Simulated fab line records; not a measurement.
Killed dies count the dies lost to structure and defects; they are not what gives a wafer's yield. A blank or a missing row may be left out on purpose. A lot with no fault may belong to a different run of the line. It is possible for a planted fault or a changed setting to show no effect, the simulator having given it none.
The tool behind it: which one? + flow berkeley_cmos170 + 12 lots (36 wafers sampled), 1 step of a 331-step route

## WHAT THE GAUGES SHOWED, per wafer
UCB170_START_BOW_MEAS_00.
| lot  | measured    | on            | INCOMING_BOW (um) |
|------|-------------|---------------|-------------------|
| L075 | day 1 15:02 | film_metro-03 | 10 -1 -11         |
| L077 | day 2 01:02 | film_metro-04 | 10 -3 -7          |
| L079 | day 2 11:00 | film_metro-02 | 1 5 -5            |
| L081 | day 2 21:02 | film_metro-04 | -2 8 5            |
| L083 | day 3 07:02 | film_metro-02 | 4 2 3             |
| L085 | day 3 17:01 | film_metro-04 | -3 5 -2           |
| L087 | day 4 03:01 | film_metro-04 | 5 -1 0            |
| L089 | day 4 13:01 | film_metro-04 | -4 -3 6           |
| L091 | day 4 23:02 | film_metro-03 | 1 7 2             |
| L093 | day 5 09:00 | film_metro-03 | -4 7 -4           |
| L095 | day 5 19:00 | film_metro-03 | -2 7 -1           |
| L097 | day 6 05:01 | film_metro-02 | 0 -4 4            |

## WHAT TOOL EACH LOT RAN ON (gives the tool, then ch and the chambers of the sampled wafers, and finally the start)
There is no process step in the record ahead of these readings.

## THE ANSWER, worked out from the rows above alone
Rule: the usual values come from the lots themselves. The widest of any qualifying gaps counts: lots, ordered by their means at a reading, are off when they make up no more than a third of the lots, leave a main group of 4 or more, and stand apart from it by 3 or more times the standard deviation of that group's means. The tables above print the reading to a certain number of digits; a main group whose means all agree to those digits is not used. Also off: a lot with no number at a reading for which 4 or more lots have one. Where the step has rows for the other lots, those lots are counted as sound.
Nothing can be told from this: no lot is off at any reading shown.

## WHAT THE SIMULATOR HAD PUT IN
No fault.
